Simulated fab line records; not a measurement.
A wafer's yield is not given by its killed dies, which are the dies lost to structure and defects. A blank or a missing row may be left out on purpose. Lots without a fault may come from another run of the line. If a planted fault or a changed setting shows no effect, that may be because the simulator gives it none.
Split-lot trial / flow rit-cmos / 23 wafers read from 5 lots, route of 202 steps

## THE SPLIT
At RIT_PWELL_IMPLANT_08, the setting dose-cm2 was moved away from the recipe's 7e+13 on 10 of the 23 wafers read, by -4.7% to +7.2%. This setting was run at the recipe's value on the other wafers.

## FROM THE SPLIT TO THE READING: what the file shows between them, 3 steps
- RIT_PWELL_STRIP_09: strips in O2, time 180 s
- RIT_PWELL_TW_MEAS_10
- RIT_WELLDRIVE_ANNEAL_00: time 14700 s

## THE READING
At RIT_WELLDRIVE_RS_MEAS_02, a four-point-probe measurement gives PWELL_RS in ohm/sq. Typical for fault-free wafers on this fab line: 429.4 ohm/sq, with standard deviation 1 ohm/sq.

wafer=L075.2; tool, chamber at the split=implanter-01, 0; dose-cm2 as run=7e+13; against the recipe=recipe; PWELL_RS, ohm/sq=429.8; against lot-mates on the recipe=-
wafer=L075.3; tool, chamber at the split=implanter-01, 0; dose-cm2 as run=7.448e+13; against the recipe=+6.4%; PWELL_RS, ohm/sq=412.3; against lot-mates on the recipe=-17.1
wafer=L075.4; tool, chamber at the split=implanter-01, 0; dose-cm2 as run=7e+13; against the recipe=recipe; PWELL_RS, ohm/sq=429.5; against lot-mates on the recipe=-
wafer=L075.5; tool, chamber at the split=implanter-01, 0; dose-cm2 as run=7.448e+13; against the recipe=+6.4%; PWELL_RS, ohm/sq=413.5; against lot-mates on the recipe=-15.9
wafer=L075.6; tool, chamber at the split=implanter-01, 0; dose-cm2 as run=7e+13; against the recipe=recipe; PWELL_RS, ohm/sq=428.9; against lot-mates on the recipe=-
wafer=L076.1; tool, chamber at the split=implanter-04, 0; dose-cm2 as run=6.67e+13; against the recipe=-4.7%; PWELL_RS, ohm/sq=443.7; against lot-mates on the recipe=+14.0
wafer=L076.2; tool, chamber at the split=implanter-04, 0; dose-cm2 as run=7e+13; against the recipe=recipe; PWELL_RS, ohm/sq=429.3; against lot-mates on the recipe=-
wafer=L076.4; tool, chamber at the split=implanter-04, 0; dose-cm2 as run=6.67e+13; against the recipe=-4.7%; PWELL_RS, ohm/sq=443.3; against lot-mates on the recipe=+13.6
wafer=L076.5; tool, chamber at the split=implanter-04, 0; dose-cm2 as run=6.67e+13; against the recipe=-4.7%; PWELL_RS, ohm/sq=442.8; against lot-mates on the recipe=+13.1
wafer=L076.6; tool, chamber at the split=implanter-04, 0; dose-cm2 as run=7e+13; against the recipe=recipe; PWELL_RS, ohm/sq=430.1; against lot-mates on the recipe=-
wafer=L081.3; tool, chamber at the split=implanter-04, 0; dose-cm2 as run=7e+13; against the recipe=recipe; PWELL_RS, ohm/sq=429.0; against lot-mates on the recipe=-
wafer=L081.4; tool, chamber at the split=implanter-04, 0; dose-cm2 as run=7e+13; against the recipe=recipe; PWELL_RS, ohm/sq=427.5; against lot-mates on the recipe=-
wafer=L081.6; tool, chamber at the split=implanter-04, 0; dose-cm2 as run=7e+13; against the recipe=recipe; PWELL_RS, ohm/sq=427.7; against lot-mates on the recipe=-
wafer=L082.1; tool, chamber at the split=implanter-04, 0; dose-cm2 as run=7e+13; against the recipe=recipe; PWELL_RS, ohm/sq=430.0; against lot-mates on the recipe=-
wafer=L082.3; tool, chamber at the split=implanter-04, 0; dose-cm2 as run=7e+13; against the recipe=recipe; PWELL_RS, ohm/sq=431.3; against lot-mates on the recipe=-
wafer=L082.4; tool, chamber at the split=implanter-04, 0; dose-cm2 as run=7.472e+13; against the recipe=+6.7%; PWELL_RS, ohm/sq=414.0; against lot-mates on the recipe=-16.9
wafer=L082.5; tool, chamber at the split=implanter-04, 0; dose-cm2 as run=7e+13; against the recipe=recipe; PWELL_RS, ohm/sq=431.3; against lot-mates on the recipe=-
wafer=L082.6; tool, chamber at the split=implanter-04, 0; dose-cm2 as run=7.472e+13; against the recipe=+6.7%; PWELL_RS, ohm/sq=414.1; against lot-mates on the recipe=-16.8
wafer=L085.2; tool, chamber at the split=implanter-04, 0; dose-cm2 as run=7e+13; against the recipe=recipe; PWELL_RS, ohm/sq=427.7; against lot-mates on the recipe=-
wafer=L085.3; tool, chamber at the split=implanter-04, 0; dose-cm2 as run=7.507e+13; against the recipe=+7.2%; PWELL_RS, ohm/sq=410.7; against lot-mates on the recipe=-17.1
wafer=L085.4; tool, chamber at the split=implanter-04, 0; dose-cm2 as run=7.507e+13; against the recipe=+7.2%; PWELL_RS, ohm/sq=410.2; against lot-mates on the recipe=-17.6
wafer=L085.5; tool, chamber at the split=implanter-04, 0; dose-cm2 as run=7e+13; against the recipe=recipe; PWELL_RS, ohm/sq=427.9; against lot-mates on the recipe=-
wafer=L085.6; tool, chamber at the split=implanter-04, 0; dose-cm2 as run=7.507e+13; against the recipe=+7.2%; PWELL_RS, ohm/sq=410.4; against lot-mates on the recipe=-17.4

THE FIT
A straight line over all 23 wafers: PWELL_RS changes by -2.61 ohm/sq for each +1% of dose-cm2; r = -0.99; the points scatter about the line by 1.3 ohm/sq.
The same after taking each lot's own level away (the mean of its wafers on the recipe; 23 wafers): -2.57 ohm/sq for each +1%; r = -1.00; scatter 0.77 ohm/sq.
Per that fit: largest dose-cm2 move, reading shift of 19 ohm/sq.
Measured against the standard deviation above, the lots' own levels, which go from 427.80 to 430.87 ohm/sq, span 3.1 times it.
So the lot-to-lot level changes the slope little: the two slopes agree.
Check: for one of the wafers moved furthest among these (+7.2%), held out of the fit, the line's prediction against its lot-mates is -18.4 ohm/sq. It came out at -17.1 ohm/sq against them.

## THESE WAFERS: OTHER SPLITS
Other splits were also applied to these wafers ahead of the reading. Each is held against what the fit with the lots' levels taken away leaves over:
other split on the same wafers=RIT_ACTIVE_OXIDATION_01 temp-c; wafers away from the commonest value=18; r with PWELL_RS (lot level and that fit taken away)=+0.13
other split on the same wafers=RIT_ACTIVE_DEVELOP_10 dev-temp-c; wafers away from the commonest value=9; r with PWELL_RS (lot level and that fit taken away)=-0.23
other split on the same wafers=RIT_NWELL_COAT_01 spin-rpm; wafers away from the commonest value=7; r with PWELL_RS (lot level and that fit taken away)=+0.12
other split on the same wafers=RIT_NWELL_IMPLANT_08 energy-kev; wafers away from the commonest value=10; r with PWELL_RS (lot level and that fit taken away)=+0.10

## THE WHOLE CHAIN: every reading that the file lists as answering this split, in the file's order
step=RIT_PWELL_TW_MEAS_10; what it does=; reading=PWELL_TW; change (the file's fit)=+2.71 for each +1% of the setting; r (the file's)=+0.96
step=RIT_WELLDRIVE_RS_MEAS_02; what it does=measures by four-point-probe; reading=PWELL_RS; change (the file's fit)=-2.54 for each +1% of the setting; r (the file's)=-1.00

## FILE'S OWN FIT
PWELL_RS changes by -2.54 ohm/sq for each +1% of dose-cm2, r = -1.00.
